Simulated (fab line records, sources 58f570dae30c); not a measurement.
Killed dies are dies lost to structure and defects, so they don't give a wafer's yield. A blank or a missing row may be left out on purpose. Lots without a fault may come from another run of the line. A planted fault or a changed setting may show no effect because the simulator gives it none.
Which tool did it? | flow berkeley_cmos170 | 14 lots, 42 wafers sampled, at 4 steps of a route of 331

WHAT THE GAUGES READ, wafer by wafer
UCB170_M2_RS_MEAS_02: measures by four-point-probe. Usual: M2_AL_RS 0.0308 ohm/sq, standard deviation 0.00033.
lot  | measured     | on            | M2_AL_RS (ohm/sq)    | flag
L125 | day 8 06:34  | film_metro-01 | 0.0311 0.0304 0.0310 |
L126 | day 8 11:43  | film_metro-04 | 0.0304 0.0310 0.0310 |
L127 | day 8 20:52  | film_metro-03 | 0.0302 0.0311 0.0302 |
L128 | day 9 05:55  | film_metro-03 | 0.0308 0.0304 0.0313 |
L130 | day 9 05:38  | film_metro-03 | 0.0310 0.0304 0.0311 |
L132 | day 10 00:40 | film_metro-03 | 0.0306 0.0306 0.0301 |
L134 | day 10 20:09 | film_metro-03 | 0.0311 0.0309 0.0310 |
L137 | day 11 04:14 | film_metro-01 | 0.0307 0.0311 0.0312 |
L138 | day 11 04:19 | film_metro-04 | 0.0309 0.0313 0.0313 |
L142 | day 11 18:17 | film_metro-03 | 0.0308 0.0301 0.0302 |
L143 | day 13 08:16 | film_metro-04 | 0.0304 0.0308 0.0307 |
L144 | day 13 13:07 | film_metro-03 | 0.0307 0.0311 0.0307 |
L145 | day 13 21:22 | film_metro-04 | 0.0311 0.0305 0.0302 |
L148 | day 14 00:01 | film_metro-04 | 0.0310 0.0308 0.0307 |

UCB170_V2_THK_MEAS_04. Usual: V2_POLISHED_THK 1000.0 nm, standard deviation 1.1.
lot  | measured     | on            | V2_POLISHED_THK (nm) | flag
L125 | day 8 09:35  | film_metro-04 | 999.8 1000.1 1000.3  |
L126 | day 8 14:41  | film_metro-02 | 1000.0 999.8 1000.2  |
L127 | day 9 00:05  | film_metro-04 | 999.6 1000.6 1000.8  |
L128 | day 9 09:52  | film_metro-04 | 1000.8 999.5 1000.1  |
L130 | day 9 09:30  | film_metro-01 | 999.2 1000.7 998.7   |
L132 | day 10 03:46 | film_metro-01 | 1001.2 1000.5 1001.2 |
L134 | day 10 23:23 | film_metro-01 | 999.8 1000.7 997.9   |
L137 | day 11 07:18 | film_metro-02 | 999.1 998.2 999.1    |
L138 | day 11 07:34 | film_metro-02 | 1000.5 999.3 1000.0  |
L142 | day 12 00:50 | film_metro-01 | 999.1 1000.6 1002.7  |
L143 | day 13 13:19 | film_metro-01 | 999.6 999.0 999.6    |
L144 | day 13 17:00 | film_metro-02 | 1000.4 1000.2 1000.4 |
L145 | day 14 01:04 | film_metro-01 | 998.2 999.8 997.8    |
L148 | day 14 07:22 | film_metro-02 | 998.9 999.3 1001.5   |

WHICH TOOL RAN EACH LOT (tool, then ch and the chambers of the sampled wafers, then the start)
lot  | UCB170_SACOX_OXIDATION_01     | UCB170_M2_SPUTTER_01
L125 | furnace-04 ch 0, day 5 09:48  | pvd_sputter-02, day 8 06:29
L126 | furnace-04 ch 0, day 5 09:48  | pvd_sputter-02, day 8 11:36
L127 | furnace-04 ch 0, day 6 08:51  | pvd_sputter-02, day 8 20:44
L128 | furnace-01 ch 0, day 6 17:20  | pvd_sputter-02, day 9 05:50
L130 | furnace-01 ch 0, day 6 17:20  | pvd_sputter-04, day 9 05:33
L132 | furnace-02 ch 0, day 7 15:40  | pvd_sputter-04, day 10 00:33
L134 | furnace-04 ch 0, day 7 22:37  | pvd_sputter-02, day 10 20:04
L137 | furnace-04 ch 0, day 8 11:02  | pvd_sputter-04, day 11 04:08
L138 | furnace-04 ch 0, day 8 11:02  | pvd_sputter-02, day 11 04:13
L142 | furnace-01 ch 0, day 9 05:04  | pvd_sputter-02, day 11 18:11
L143 | furnace-01 ch 0, day 9 22:13  | pvd_sputter-01, day 13 08:10
L144 | furnace-01 ch 0, day 9 22:13  | pvd_sputter-01, day 13 13:02
L145 | furnace-01 ch 0, day 10 10:13 | pvd_sputter-04, day 13 21:17
L148 | furnace-02 ch 0, day 10 22:31 | pvd_sputter-04, day 13 23:55
- UCB170_SACOX_OXIDATION_01: target thk 14.4 nm, ox time 2400 s.
- UCB170_M2_SPUTTER_01: material Al, target thk 900 nm, time 125.6 s.

WHAT THE TOOLS THEMSELVES READ (means of the sampled wafers that have a number; where no wafer has one, the mark that the record gives instead)
UCB170_M2_SPUTTER_01. Usual: throttle_valve_pct 30.1 %, standard deviation 1.4.
lot  | tool           | throttle_valve_pct (%) | flag
L125 | pvd_sputter-02 | 30.6                   |
L126 | pvd_sputter-02 | 29.0                   |
L127 | pvd_sputter-02 | 29.7                   |
L128 | pvd_sputter-02 | 29.8                   |
L130 | pvd_sputter-04 | 31.1                   |
L132 | pvd_sputter-04 | 31.2                   |
L134 | pvd_sputter-02 | 29.0                   |
L137 | pvd_sputter-04 | 31.3                   |
L138 | pvd_sputter-02 | 30.0                   |
L142 | pvd_sputter-02 | 29.7                   |
L143 | pvd_sputter-01 | 30.2                   |
L144 | pvd_sputter-01 | 29.8                   |
L145 | pvd_sputter-04 | 30.9                   |
L148 | pvd_sputter-04 | 30.7                   |

THE ANSWER, worked out from the rows above alone
Rule: a lot is off if the mean of its wafers that have a number lies more than 3 standard deviations from the usual mean. A lot without any number at a reading at which 4 lots or more have one is off too. The other lots that the step has rows for count as sound. The gauges are gone through in route order, then the tools' own readings, and for those a lot's mean is taken as printed above. The first step at which some lot is off is used, and at that step the reading that is off furthest; a lot without a number counts as furthest.
No lot is off at any reading shown: from this, nothing can be told.

WHAT THE SIMULATOR HAD PUT IN
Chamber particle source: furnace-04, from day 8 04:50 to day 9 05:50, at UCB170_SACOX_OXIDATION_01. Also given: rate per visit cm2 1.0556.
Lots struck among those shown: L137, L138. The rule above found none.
